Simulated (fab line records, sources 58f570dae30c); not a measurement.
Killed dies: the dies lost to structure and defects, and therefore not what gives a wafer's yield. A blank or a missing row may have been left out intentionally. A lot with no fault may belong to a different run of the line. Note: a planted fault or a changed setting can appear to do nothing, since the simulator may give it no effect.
Chamber matching :: flow berkeley-cmos170 :: rie-diel-03 running UCB170_ACTIVE_ETCH_15: 4 sister chambers
The step etches Si3N4 in CH3F/Ar/O2, stops on SiO2, target depth 242 nm, time 151 s. 4 wafers are shown with their chamber, then 7 later ones without.

WAFERS WITH THEIR CHAMBER
wafer: L457.1
chamber: 3
throttle-valve-pct (%): 8.29

wafer: L464.4
chamber: 2
throttle-valve-pct (%): 8.19

wafer: L470.2
chamber: 1
throttle-valve-pct (%): 8.07

wafer: L470.5
chamber: 0
throttle-valve-pct (%): 7.85

WAFERS MISSING THEIR CHAMBER
wafer: L470.6
throttle-valve-pct (%): 8.28

wafer: L471.1
throttle-valve-pct (%): 8.08

wafer: L471.4
throttle-valve-pct (%): 8.19

wafer: L471.5
throttle-valve-pct (%): 7.86

wafer: L473.2
throttle-valve-pct (%): 7.88

wafer: L473.3
throttle-valve-pct (%): 8.28

wafer: L473.5
throttle-valve-pct (%): 8.07

WHICH CHAMBER EACH WENT THROUGH
wafer: L470.6
from the rows above: 3
in truth: 3

wafer: L471.1
from the rows above: 1
in truth: 1

wafer: L471.4
from the rows above: 2
in truth: 2

wafer: L471.5
from the rows above: 0
in truth: 0

wafer: L473.2
from the rows above: 0
in truth: 0

wafer: L473.3
from the rows above: 3
in truth: 3

wafer: L473.5
from the rows above: 1
in truth: 1
Correct placement for 7 of the 7. Can't be placed from these rows: 0. Number placed wrongly: 0.
How it was worked out, from the rows above alone: a wafer's distance from a chamber is the root of the sum, over the readings, of the square of ((its reading less the chamber's mean) divided by the reading's scatter). The wafer belongs to the nearest chamber; if the next one is less than 2 further off, it can't be placed. The mean given for a chamber averages the wafers shown for that chamber. The scatter (one wafer shown for each chamber): square how far every hidden wafer sits from the nearest shown wafer, average those squares and take the square root.
